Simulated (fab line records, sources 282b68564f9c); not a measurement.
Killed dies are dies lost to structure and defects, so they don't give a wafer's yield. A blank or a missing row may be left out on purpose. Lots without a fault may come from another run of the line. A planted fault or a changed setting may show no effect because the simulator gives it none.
One fault seen from 2 desks | flow rit_cmos | each desk has only its own numbers; what lay behind them comes last

THE METROLOGY DESK
What the gauges read, lot by lot, whatever tool the lot ran on: means of the sampled wafers that have a number. A lot is out of limits, marked OUT, if its mean lies more than 4 standard deviations from the usual mean; the brackets give that distance.
Columns: A = SILICIDE_TI_RS at RIT_SILICIDE_RS_MEAS_02, usual 47.8 ohm/sq; B = SILICIDE_TI_THK at RIT_SILICIDE_THK_MEAS_03, usual 30.0 nm
lot  | first seen here | A               | B
L244 | day 3 08:19     | 47.5            | 30.2
L245 | day 3 15:46     | 47.3            | 30.3
L247 | day 3 21:24     | 47.7            | 30.1
L248 | day 4 03:25     | 48.7            | 29.4
L249 | day 4 07:59     | 48.0            | 29.8
L250 | day 4 12:23     | 48.8            | 29.3
L251 | day 4 14:38     | 47.7            | 30.1
L252 | day 5 01:17     | 47.6            | 30.3
L253 | day 5 04:34     | 46.8            | 30.7
L254 | day 5 06:14     | 49.3            | 29.2
L259 | day 6 10:14     | 42.3 (-7.3) OUT | 33.1 (+6.8) OUT
L261 | day 6 20:13     | 42.2 (-7.4) OUT | 33.0 (+6.7) OUT
L264 | day 7 08:04     | 48.6            | 29.5
L266 | day 7 22:25     | 47.8            | 30.1
This desk's finding: out of limits on L259, L261; first on L259, day 6 10:14 (SILICIDE_TI_RS at RIT_SILICIDE_RS_MEAS_02). In limits: L244, L245, L247, L248, L249, L250, L251, L252, L253, L254, L264, L266.

THE TOOL OWNER'S DESK: pvd_sputter-03
The tool's own readings at RIT_SILICIDE_SPUTTER_01 (material Ti, target thk 30 nm, time 240 s): means of the sampled wafers that have a number, for each lot that ran on this tool. A lot is out of limits, marked OUT, if its mean lies more than 4 standard deviations from the usual mean; the brackets give that distance.
Columns: A = cathode_dc_power_W at RIT_SILICIDE_SPUTTER_01, usual 349.99 W; B = throttle_valve_pct at RIT_SILICIDE_SPUTTER_01, usual 30.1 %
lot  | first seen here | A                        | B
L249 | day 4 07:50     | 349.98                   | 29.8
L253 | day 5 04:25     | 350.04                   | 30.1
L259 | day 6 10:04     | 385.96 (+99 or more) OUT | 30.5
L261 | day 6 20:02     | 386.00 (+99 or more) OUT | 30.1
This desk's finding: out of limits on L259, L261; first on L259, day 6 10:04 (cathode_dc_power_W at RIT_SILICIDE_SPUTTER_01). In limits: L249, L253.

PUT TOGETHER
The tool owner's desk could have raised an alarm at day 6 10:04, on L259, L261.
The metrology desk could have raised an alarm at day 6 10:14, on L259, L261.
Of the lots named, all ran RIT_SILICIDE_SPUTTER_01 on pvd_sputter-03.

WHAT THE SIMULATOR HAD PUT IN
Process parameter drift: pvd_sputter-03, from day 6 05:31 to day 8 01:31, at RIT_SILICIDE_SPUTTER_01. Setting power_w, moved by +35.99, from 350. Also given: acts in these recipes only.
Lots struck among those shown: L259, L261.
Hours from the fault's start to each desk's first reading out of limits: the tool owner's desk, 5; the metrology desk, 5.
